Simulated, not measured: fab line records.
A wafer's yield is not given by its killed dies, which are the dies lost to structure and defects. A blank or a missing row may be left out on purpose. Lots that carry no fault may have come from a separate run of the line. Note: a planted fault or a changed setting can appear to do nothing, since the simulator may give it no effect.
Split-lot experiment + flow berkeley cmos170 + route with 331 steps; 5 lots, 23 wafers read

== ON THE SPLIT ==
At UCB170_M2_SPUTTER_01 (material Al, target thk 900 nm, time 120 s), the setting time s was moved away from the recipe's 120 s on 7 of the 23 wafers read, by -13.2% to +5.1%. For the rest of the wafers, this setting stayed at what the recipe calls for.

== FROM THE SPLIT TO THE READING: what the file shows between them, 6 steps ==
- UCB170_M2_RS_MEAS_02: measures by four-point-probe
- UCB170_M2_THK_MEAS_03: measures by xrf
- UCB170_M2_PEB_13 (also split here: peb temp c)
- UCB170_M2_DEVELOP_14: develop time 45 s
- UCB170_M2_CD_MEAS_15: target cd 700 nm
- UCB170_M2_ETCH_17: etches BARC in N2/H2

== THE READING ==
oes product au, in a.u., at UCB170_M2_METAL_ETCH_18 (etches Al in Cl2/BCl3, stops on SiO2, target depth 1170 nm, time 195 s). A value of 0.838 a.u. with a standard deviation of 0.012 a.u. is what fault-free wafers of this fab line usually give.

| wafer  | tool, chamber at the split | time s as run, s | against the recipe | oes product au, a.u. | against lot-mates on the recipe |
|--------|----------------------------|------------------|--------------------|----------------------|---------------------------------|
| L075.1 | pvd sputter-01, -          | 120              | recipe             | 0.824                | -                               |
| L075.2 | pvd sputter-01, -          | 126.1            | +5.1%              | 0.859                | +0.030                          |
| L075.4 | pvd sputter-01, -          | 126.1            | +5.1%              | 0.867                | +0.038                          |
| L075.5 | pvd sputter-01, -          | 120              | recipe             | 0.835                | -                               |
| L075.6 | pvd sputter-01, -          | 126.1            | +5.1%              | 0.850                | +0.021                          |
| L076.2 | pvd sputter-01, -          | 120              | recipe             | 0.849                | -                               |
| L076.3 | pvd sputter-01, -          | 104.2            | -13.2%             | 0.785                | -0.059                          |
| L076.4 | pvd sputter-01, -          | 120              | recipe             | 0.842                | -                               |
| L076.5 | pvd sputter-01, -          | 120              | recipe             | 0.841                | -                               |
| L076.6 | pvd sputter-01, -          | 104.2            | -13.2%             | 0.779                | -0.065                          |
| L077.1 | pvd sputter-02, -          | 120              | recipe             | 0.859                | -                               |
| L077.2 | pvd sputter-02, -          | 120              | recipe             | 0.844                | -                               |
| L077.3 | pvd sputter-02, -          | 106.6            | -11.2%             | 0.797                | -0.058                          |
| L077.4 | pvd sputter-02, -          | 106.6            | -11.2%             | 0.807                | -0.048                          |
| L077.5 | pvd sputter-02, -          | 120              | recipe             | 0.863                | -                               |
| L083.2 | pvd sputter-02, -          | 120              | recipe             | 0.826                | -                               |
| L083.3 | pvd sputter-02, -          | 120              | recipe             | 0.821                | -                               |
| L083.4 | pvd sputter-02, -          | 120              | recipe             | 0.828                | -                               |
| L083.5 | pvd sputter-02, -          | 120              | recipe             | 0.817                | -                               |
| L083.6 | pvd sputter-02, -          | 120              | recipe             | 0.828                | -                               |
| L085.3 | pvd sputter-01, -          | 120              | recipe             | 0.827                | -                               |
| L085.4 | pvd sputter-01, -          | 120              | recipe             | 0.845                | -                               |
| L085.5 | pvd sputter-01, -          | 120              | recipe             | 0.842                | -                               |

FIT RESULTS
A straight line over all 23 wafers: oes product au changes by +0.00383 a.u. for each +1% of time s; r = +0.87; the points scatter about the line by 0.012 a.u.
The same after taking each lot's own level away (the mean of its wafers on the recipe; 23 wafers): +0.0049 a.u. for each +1%; r = +0.97; scatter 0.0063 a.u.
On that fit, the largest move of time s shifts the reading by 0.064 a.u.
Measured against the standard deviation above, the lots' own levels, which go from 0.8240 to 0.8553 a.u., span 2.6 times it.
Thus the slope moves with the lot-to-lot level: the two fits are different.
Check: -0.0652 a.u. against its lot-mates is what the line predicts for one of the wafers moved furthest among these (-13.2%) when that wafer is left out of the fit. Against them it came out at -0.059 a.u.

== OTHER SPLITS ON THESE WAFERS ==
Other splits were also applied to these wafers ahead of the reading. Each is held against what the fit with the lots' levels taken away leaves over:
| other split on the same wafers      | wafers away from the commonest value | r with oes product au (lot level and that fit taken away) |
|-------------------------------------|--------------------------------------|-----------------------------------------------------------|
| UCB170_V1_CMP_02 leave above ref nm | 8                                    | +0.07                                                     |
| UCB170_V1_ETCH_14 rf w              | 6                                    | -0.02                                                     |
| UCB170_M2_PEB_13 peb temp c         | 8                                    | -0.03                                                     |

== THE WHOLE CHAIN: every reading that the file lists as answering this split, in the file's order ==
| step                    | what it does                                                           | reading                                                                     | change (the file's fit)                   | r (the file's) |
|-------------------------|------------------------------------------------------------------------|-----------------------------------------------------------------------------|-------------------------------------------|----------------|
| UCB170_M2_SPUTTER_01    | material Al, target thk 900 nm, time 120 s                             | Al_of_M2_SPUTTER_01.thk nm (the simulator's own value, which no gauge read) | +9.34 nm for each +1% of the setting      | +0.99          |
| UCB170_M2_RS_MEAS_02    | measures by four-point-probe                                           | M2_AL_RS                                                                    | -0.00038 for each +1% of the setting      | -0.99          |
| UCB170_M2_THK_MEAS_03   | measures by xrf                                                        | M2_AL_THK                                                                   | +9.23 for each +1% of the setting         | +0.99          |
| UCB170_M2_METAL_ETCH_18 | etches Al in Cl2/BCl3, stops on SiO2, target depth 1170 nm, time 195 s | oes product au                                                              | +0.00478 a.u. for each +1% of the setting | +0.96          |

== FILE'S OWN FIT ==
oes product au changes by +0.00478 a.u. for each +1% of time s, r = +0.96.
